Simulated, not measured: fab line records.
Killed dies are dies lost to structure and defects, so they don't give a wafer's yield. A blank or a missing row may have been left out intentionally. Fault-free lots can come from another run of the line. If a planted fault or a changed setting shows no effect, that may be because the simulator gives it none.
A lot that was struck, set against a sound lot ; flow rit_cmos ; 27 out of 202 route steps
Sound: the wafers L848.3, L848.5, L848.6. Struck: wafers L860.3, L860.5 (left out: L860.6, a lot-mate that was not struck); the cause follows at the end.
Per side, at each step with rows, come the tool, then ch with its chambers, and then its first start. Under that, the readings that differ: sound wafers ; struck wafers ; difference of the means ; sigmas: that difference in standard deviations of wafers without a fault.
alike: same words and numbers on both sides, and readings whose means sit less than 2 such deviations apart. not compared: any withheld reading, any reading some wafer has no value for, any bound like >300 that may hide the same value, and any number with overlapping values for which the record gives no deviation.
The two part at a step that has a row with sigmas, a row that says differs or no value, or rows on one side only. Numbers that don't overlap but have no deviation are shown without sigmas and don't part them. Lack of a reading on every wafer of one side parts them only where that side has two or more wafers.

first, 1 step without rows for these wafers: RIT_ACTIVE_OXIDATION_01 (target thk 46.8 nm, ox time 3360 s).
RIT_ACTIVE_THK_MEAS_02:
  struck on film_metro-04, day 4 06:59; sound on film_metro-04, day 1 17:54
  alike: ACTIVE_OXIDE_THK
then, 1 step without rows for these wafers: RIT_ACTIVE_CVD_03 (deposits Si3N4 from SiH2Cl2/NH3, target thk 150 nm, time 1500 s).
RIT_ACTIVE_THK_MEAS_04:
  struck on film_metro-02, day 4 08:28; sound on film_metro-02, day 1 19:38
  alike: ACTIVE_NITRIDE_THK
then, 6 steps without rows for these wafers: RIT_ACTIVE_HMDS_05 (prime time 60 s); RIT_ACTIVE_COAT_06 (resist thk 1000 nm); RIT_ACTIVE_SOFTBAKE_07 (time 60 s); RIT_ACTIVE_EXPOSE_08 (exposes mask M1, target cd 1400 nm); RIT_ACTIVE_PEB_09; RIT_ACTIVE_DEVELOP_10 (develop time 50 s).
RIT_ACTIVE_CD_MEAS_11 targets a cd of 1400 nm.
  struck on cd_sem-01, day 4 09:23; sound on cd_sem-01, day 1 20:34
  alike: cd_nm
then, 1 step without rows for these wafers: RIT_ACTIVE_HARDBAKE_12 (time 60 s).
RIT_ACTIVE_ETCH_13: etches Si3N4 in SF6, stops on SiO2, time 210 s, target depth 210 nm.
  sound on rie_diel-03 ch 2,3, day 1 20:47; struck on rie_diel-01 ch 0, day 4 09:37
reading;sound;struck;difference;sigmas
drypump_motor_current_A (A);5.9 5.9 6.1;5.1 5.1;-0.9;-3
oes_product_au (a.u.);0.825 0.818 0.829;0.766 0.778;-0.052;-4
run_length_s (s);238.7 238.5 237.6;264.9 264.7;+26.5;+51
model.NOVOLAK_of_ACTIVE_COAT_06.thk_nm (nm);649.6 645.3 656.3;613 614.2;-37;
model.SiO2_of_ACTIVE_OXIDATION_01.thk_nm (nm);51.01 50.33 51.96;42.28 41.78;-9.07;
model.ACTIVE.feature_depth_nm (nm);149.8 151 151.1;159.7 159.5;+9.0;
  alike: throttle_valve_pct
  not compared: rf_hours_counter_h
RIT_ACTIVE_STRIP_14: strips in O2, time 180 s.
  sound on plasma_asher-01 ch 0,1, day 1 20:59; struck on plasma_asher-03 ch 0, day 4 09:49
  alike: drypump_motor_current_A, o2_flow_sccm
  not compared: rf_hours_counter_h
RIT_ACTIVE_CD_MEAS_90 targets a cd of 1400 nm.
  struck on cd_sem-01, day 4 09:58; sound on cd_sem-01, day 1 21:08
  alike: cd_nm
then, 4 steps without rows for these wafers: RIT_ACTIVE_CLEAN_15 (cleans in SC1, time 600 s); RIT_ACTIVE_CLEAN_16 (cleans in dHF, time 30 s); RIT_ACTIVE_CLEAN_17 (cleans in SC2, time 600 s); RIT_FOX1_OXIDATION_00 (target thk 350.7 nm, ox time 1130 s).
RIT_FOX1_THK_MEAS_01:
  struck on film_metro-02, day 4 11:46; sound on film_metro-01, day 1 23:57
  alike: FOX1_OXIDE_THK
then, 2 steps without rows for these wafers: RIT_FOX1_WET_ETCH_02 (etches SiO2 in BOE, target depth 350 nm, time 390 s); RIT_FOX2_OXIDATION_00 (target thk 350.7 nm, ox time 1130 s).
RIT_FOX2_THK_MEAS_01:
  struck on film_metro-01, day 4 13:19; sound on film_metro-04, day 2 01:26
  alike: FOX2_OXIDE_THK
then, 1 step without rows for these wafers: RIT_FOX2_CLEAN_02 (cleans in dHF, time 180 s).
RIT_FOX2_WET_ETCH_03: etches Si3N4 in H3PO4, target depth 195 nm, time 2700 s.
  sound on wet_bench-03 ch 3, day 2 01:32; struck on wet_bench-02 ch 2, day 4 13:25
reading;sound;struck;difference;sigmas
model.SiO2_of_ACTIVE_OXIDATION_01.thk_nm (nm);45.37 44.78 46.2;37.52 37.05;-8.17;
  alike: run_length_s
RIT_FOX2_THK_MEAS_90:
  struck on film_metro-02, day 4 14:15; sound on film_metro-04, day 2 02:23
  alike: FIELD_OXIDE_LEFT_1_THK
RIT_M1_PROBE_99:
  struck on prober-02, day 6 05:09; sound on prober-01, day 3 19:51
  alike: killed_at_front_end, killed_dies, killed_open, killed_short

## WHERE THEY PART
Within this record, at RIT_ACTIVE_ETCH_13 only. Later steps at which nothing parts them and some readings are alike: RIT_ACTIVE_STRIP_14, RIT_ACTIVE_CD_MEAS_90, RIT_FOX1_THK_MEAS_01, RIT_FOX2_THK_MEAS_01, RIT_FOX2_WET_ETCH_03, RIT_FOX2_THK_MEAS_90, RIT_M1_PROBE_99.

WHY: what had been put in by the simulator
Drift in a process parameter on rie_diel-01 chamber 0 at RIT_ACTIVE_ETCH_13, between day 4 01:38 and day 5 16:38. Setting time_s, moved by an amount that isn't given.
